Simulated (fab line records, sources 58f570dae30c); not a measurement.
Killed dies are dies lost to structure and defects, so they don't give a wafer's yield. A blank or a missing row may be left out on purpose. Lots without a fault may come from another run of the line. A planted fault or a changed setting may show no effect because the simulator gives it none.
fab line records | flow berkeley_cmos170
record lots=14 wafers=42 last_day=14
route steps=331 shown NLDD@170 M2@278 M3@325
lots that met no fault: from a run of the same line without faults
start_h: hours from the record's first day to the start of the lot's first wafer shown | wait_h: hours since the lot's step before | " the same as in the row above | L1.1+2: a row that stands for several wafers | - no value, or no start given | * or withheld: withheld | < > ~ a bound
route shown NAME@n: a module of which the file shows steps, and the number in the route of the first | usual: mean/standard deviation of fault-free wafers | same: alike in all rows | chamber/n: place in a boat | sites: the reading at each site | _std_site: their standard deviation | _edge_site: outer sites' mean less inner sites' | radius_mm: how far each site lies from the wafer's centre | mask NAME#n: copy n | behind: the tool/chamber that last shaped the wafer | hold: why the lot was held/for how many hours/how that ended | device: the transistor (n, p or np) that didn't switch | end of line: the same wafers' tests at the end of the route | a step without rows: its recipe alone | killed: dies lost to structure and defects at the first sort, not the wafer's yield | map: a wafer's dies, x killed, . not, _ none there
set.NAME: the setting as run; set.NAME@STEP: as run at that earlier step | model.NAME: the simulator's own value behind a step, which no gauge read
steps of the route over a sample of lots; a table a step, a row a wafer
services: from which hour (start_h, from the record's first day; less than 0 if before it) a tool's chamber was out of use, for how many hours, and why
## steps
# step UCB170_NLDD_CLEAN_12
# recipe chemistry=SPM temp_c=120 time_s=600
# usual bath_guard_temp_C=120.0/0.48 bath_heat_duty_pct=13.5/1.4
# columns lot.wafer tool chamber start_h wait_h bath_guard_temp_C bath_heat_duty_pct
L628.1 wet_bench-04 1 150.55 0.1 119.5 13.7
L628.3 " 1 " " 119.2 12.5
L628.6 " 1 " " 119.4 13.3
L630.3 wet_bench-01 2 175.77 0.0 120.3 13.2
L630.4 " 2 " " 120.4 11.5
L630.6 " 2 " " 120.3 12.5
L629.1 wet_bench-01 0 175.94 0.1 119.8 14.2
L629.4 " 0 " " 119.8 14.4
L629.5 " 0 " " 119.6 14.8
L633.1 wet_bench-01 3 186.02 0.1 119.7 13.6
L633.5 " 3 " " 120.3 15.3
L633.6 " 3 " " 119.8 14.6
L634.3 wet_bench-01 2 186.20 0.1 119.9 13.3
L634.4 " 2 " " 120.2 12.9
L634.6 " 2 " " 120.3 12.8
L632.1 wet_bench-01 0 186.74 0.2 119.5 15.1
L632.2 " 0 " " 119.4 14.2
L632.4 " 0 " " 120.1 13.9
L635.1 wet_bench-04 3 216.89 0.2 119.9 13.5
L635.4 " 3 " " 119.8 13.1
L635.6 " 3 " " 119.8 13.5
L637.3 wet_bench-01 0 216.94 0.0 119.6 14.7
L637.5 " 0 " " 119.7 13.3
L637.6 " 0 " " 119.9 13.8
L638.1 wet_bench-04 3 217.60 0.1 119.9 14.2
L638.4 " 3 " " 120.0 13.4
L638.6 " 3 " " 120.3 12.5
L640.1 wet_bench-02 3 232.29 0.1 120.7 12.8
L640.2 " 3 " " 120.6 13.2
L640.4 " 3 " " 120.5 13.1
L649.2 wet_bench-01 0 285.66 0.0 120.1 13.5
L649.3 " 0 " " 119.5 14.4
L649.5 " 0 " " 119.5 13.6
L646.2 wet_bench-01 3 294.45 0.1 119.5 14.1
L646.3 " 3 " " 120.1 13.6
L646.5 " 3 " " 120.1 14.9
L645.2 wet_bench-01 0 294.84 0.1 - -
L645.4 " 0 " " - -
L645.6 " 0 " " - -
L647.2 wet_bench-01 0 295.02 0.1 - -
L647.4 " 0 " " - -
L647.5 " 0 " " - -
# step UCB170_M2_STRIP_07
# recipe chemistry=O2 power_w=400 pressure_mtorr=3500 platen_temp_c=withheld o2_flow_sccm=400 overash_fraction=0.5
# usual drypump_motor_current_A=5.75/0.28 oes_product_au=0.735/0.0047 strip_time_to_endpoint_s=21.97/0.06
# columns lot.wafer tool chamber start_h wait_h drypump_motor_current_A oes_product_au rf_hours_counter_h strip_time_to_endpoint_s
L628.1 plasma_asher-02 0 181.23 0.1 6.03 0.737 38 21.99
L628.3 " 1 " " 5.29 0.731 - 21.98
L628.6 " 0 " " 6.00 0.741 - 22.01
L630.3 plasma_asher-01 1 201.91 0.1 5.85 0.736 - 22.08
L630.4 " 0 " " 5.83 0.749 - 22.06
L630.6 " 1 " " 5.88 0.736 - 22.00
L629.1 plasma_asher-03 0 202.38 0.1 6.05 0.737 49 21.99
L629.4 " 1 " " 5.45 0.734 - 21.95
L629.5 " 1 " " 5.44 0.730 - 22.03
L634.3 plasma_asher-02 1 210.95 0.1 5.31 0.735 - 22.11
L634.4 " 0 " " 6.03 0.732 - 22.00
L634.6 " 0 " " 6.03 0.744 - 21.98
L633.1 plasma_asher-02 0 215.60 0.1 6.00 0.732 41 21.97
L633.5 " 1 " " 5.30 0.739 - 21.99
L633.6 " 0 " " 6.00 0.733 - 21.96
L632.1 plasma_asher-01 1 215.94 0.1 5.87 0.736 9 21.91
L632.2 " 0 " " 5.85 0.734 9 21.95
L632.4 " 1 " " 5.87 0.729 - 22.00
L635.1 plasma_asher-03 0 245.07 0.1 6.03 0.741 53 21.97
L635.4 " 1 " " 5.46 0.735 - 21.99
L635.6 " 0 " " 6.06 0.730 - 21.97
L637.3 plasma_asher-03 0 247.06 0.1 6.04 0.741 - 22.01
L637.5 " 1 " " 5.47 0.733 - 22.07
L637.6 " 0 " " 6.04 0.738 - 22.04
L638.1 plasma_asher-02 1 248.20 0.1 5.29 0.731 43 22.02
L638.4 " 1 " " 5.30 0.738 - 22.01
L638.6 " 1 " " 5.30 0.734 - 21.93
L640.1 plasma_asher-01 0 259.20 0.1 5.85 0.732 13 22.02
L640.2 " 1 " " 5.83 0.739 13 21.93
L640.4 " 0 " " 5.87 0.734 - 21.91
L649.2 plasma_asher-02 1 309.39 0.1 5.30 0.738 50 22.01
L649.3 " 1 " " 5.27 0.730 - 21.99
L649.5 " 0 " " 6.03 0.735 - 21.99
L646.2 plasma_asher-02 1 321.50 0.1 5.32 0.735 52 21.97
L646.3 " 0 " " 6.02 0.729 - 21.87
L646.5 " 1 " " 5.31 0.733 - 21.97
L645.2 plasma_asher-01 0 322.53 0.1 5.89 0.740 22 21.84
L645.4 " 0 " " 5.81 0.730 - 21.90
L645.6 " 0 " " 5.86 0.740 - 21.85
L647.2 plasma_asher-03 0 322.67 0.1 6.07 0.733 63 21.92
L647.4 " 1 " " 5.46 0.725 - 21.95
L647.5 " 0 " " 6.05 0.743 - 21.97
# step UCB170_M2_ETCH_17
# recipe chemistry=N2/H2 target_depth_a=withheld overetch_a=withheld target=BARC time_s=withheld source_w=500 bias_w=100 pressure_mtorr=30 n2_flow_sccm=100 h2_flow_sccm=200
# usual bias_w=99.98/0.3 drypump_motor_current_A=5.6/0.4 oes_product_au=0.991/0.02 throttle_valve_pct=13.39/0.18
# columns lot.wafer tool chamber start_h wait_h bias_w drypump_motor_current_A oes_product_au throttle_valve_pct
L628.1 rie_diel-01 1 183.31 0.0 99.58 5.1 1.007 13.35
L628.3 " 0 " " 99.43 5.4 0.983 13.33
L628.6 " 0 " " 100.04 5.4 0.978 13.33
L630.3 rie_diel-01 1 203.21 0.0 100.43 5.1 1.006 13.35
L630.4 " 0 " " 99.67 5.4 0.980 13.34
L630.6 " 0 " " 100.11 5.4 0.977 13.33
L629.1 rie_diel-02 2 203.67 0.0 99.73 5.6 0.985 13.53
L629.4 " 3 " " 99.72 5.1 1.042 13.52
L629.5 " 3 " " 99.63 5.1 1.035 13.49
L634.3 rie_diel-01 1 212.27 0.0 99.77 5.1 0.989 13.35
L634.4 " 0 " " 100.38 5.4 0.979 13.34
L634.6 " 3 " " 100.14 6.2 0.973 13.02
L633.1 rie_diel-02 1 217.45 0.0 99.57 5.6 0.986 13.26
L633.5 " 3 " " 99.65 5.1 1.023 13.51
L633.6 " 1 " " 100.20 5.6 0.983 13.25
L632.1 rie_diel-03 1 217.79 0.0 100.29 5.7 0.997 13.42
L632.2 " 2 " " 99.88 5.3 0.994 13.28
L632.4 " 0 " " 99.80 6.2 0.981 13.14
L635.1 rie_diel-03 3 246.70 0.0 100.13 5.0 0.964 13.62
L635.4 " 2 " " 99.96 5.3 1.013 13.29
L635.6 " 1 " " 99.62 5.7 1.004 13.41
L637.3 rie_diel-02 2 248.34 0.0 99.71 5.6 0.979 13.52
L637.5 " 2 " " 99.82 5.6 0.977 13.53
L637.6 " 3 " " 100.46 5.1 1.029 13.51
L638.1 rie_diel-02 1 249.76 0.0 100.44 5.6 0.986 13.25
L638.4 " 3 " " 100.28 5.2 1.032 13.49
L638.6 " 3 " " 100.49 5.1 1.031 13.51
L640.1 rie_diel-02 3 260.80 0.0 100.10 5.2 1.039 13.51
L640.2 " 1 " " 99.81 5.6 0.985 13.24
L640.4 " 0 " " 100.01 5.9 1.027 13.58
L649.2 rie_diel-01 3 310.97 0.0 100.13 6.2 0.977 13.02
L649.3 " 0 " " 99.97 5.4 0.963 13.33
L649.5 " 2 " " 100.31 6.0 0.966 13.60
L646.2 rie_diel-03 0 323.01 0.0 99.93 6.2 0.971 13.13
L646.3 " 1 " " 99.67 5.7 0.984 13.42
L646.5 " 2 " " 100.22 5.3 1.008 13.28
L645.2 rie_diel-02 2 323.82 0.0 100.41 5.6 0.983 13.52
L645.4 " 0 " " 100.40 5.9 1.027 13.56
L645.6 " 1 " " 100.05 5.6 0.987 13.24
L647.2 rie_diel-01 1 323.95 0.0 99.88 5.1 0.999 13.36
L647.4 " 3 " " 100.38 6.2 0.979 13.02
L647.5 " 1 " " 100.63 5.1 1.008 13.35
# step UCB170_M3_OVL_MEAS_16
# usual M3_OVL=-1/5.1
# columns lot.wafer tool chamber start_h wait_h M3_OVL[nm]
L628.1 overlay-02 - 188.41 0.1 -6
L628.3 " - " " -14
L628.6 " - " " -5
L630.3 overlay-02 - 209.06 0.1 3
L630.4 " - " " 1
L630.6 " - " " 4
L629.1 overlay-02 - 209.21 0.1 -5
L629.4 " - " " -3
L629.5 " - " " 5
L634.3 overlay-01 - 217.93 0.1 1
L634.4 " - " " 5
L634.6 " - " " 4
L633.1 overlay-01 - 222.73 0.1 6
L633.5 " - " " 6
L633.6 " - " " 1
L632.1 overlay-02 - 222.96 0.1 -2
L632.2 " - " " -2
L632.4 " - " " 0
L635.1 overlay-01 - 252.25 0.1 -3
L635.4 " - " " 6
L635.6 " - " " -6
L637.3 overlay-02 - 254.22 0.1 -3
L637.5 " - " " -8
L637.6 " - " " -5
L638.1 overlay-01 - 255.74 0.1 -7
L638.4 " - " " -2
L638.6 " - " " -3
L640.1 overlay-01 - 269.41 0.1 1
L640.2 " - " " 0
L640.4 " - " " -2
L649.2 overlay-02 - 316.65 0.1 2
L649.3 " - " " 0
L649.5 " - " " -2
L646.2 overlay-01 - 330.64 0.1 -3
L646.3 " - " " -5
L646.5 " - " " -3
L645.2 overlay-01 - 331.14 0.1 4
L645.4 " - " " 1
L645.6 " - " " 7
L647.2 overlay-01 - 331.82 0.1 -4
L647.4 " - " " -6
L647.5 " - " " -14
## services
# columns tool chamber start_h hours kind
rie_diel-02 3 129.54 11.8 repair
rie_diel-01 - 154.56 0.1 repair
rie_diel-02 1 167.32 3.8 repair
rie_diel-01 1 168.77 2.2 repair
rie_diel-02 2 171.05 15.6 repair
rie_diel-03 1 176.25 13.1 repair
rie_diel-02 3 182.46 5.5 repair
rie_diel-01 2 209.79 - clean
rie_diel-01 2 209.79 11.9 scheduled_down
rie_diel-01 2 209.79 11.9 vent_cycle
rie_diel-02 0 210.60 11.8 repair
rie_diel-03 0 221.06 7.9 repair
rie_diel-02 0 226.19 1.2 repair
rie_diel-02 - 231.91 0.7 repair
rie_diel-02 1 235.57 8.8 repair
plasma_asher-02 - 244.02 3.9 repair
rie_diel-01 3 278.20 22.2 repair
rie_diel-03 - 311.56 0.1 repair
## key
first_sign step=UCB170_NLDD_CLEAN_12 reading=tool_record direction=missing
effect none on later readings
met_at UCB170_NLDD_CLEAN_12
struck_lots L645,L647
tester_left_out L645,L647
not_acting_at UCB170_M2_STRIP_07,UCB170_M2_ETCH_17,UCB170_M3_OVL_MEAS_16
onset_between 294.45 294.84
fault kind=skipped_step_whole tool=wet_bench-01 chamber=- onset_h=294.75 steps=UCB170_NLDD_CLEAN_12 scope=struck_lots_only
# tester_left_out: of these lots the tester's yield and bins aren't shown, on N5 and GAA mostly nor the transistor test; their killed dies are dies lost to structure and defects alone, not to doping, threshold or leakage, so they don't give the yield
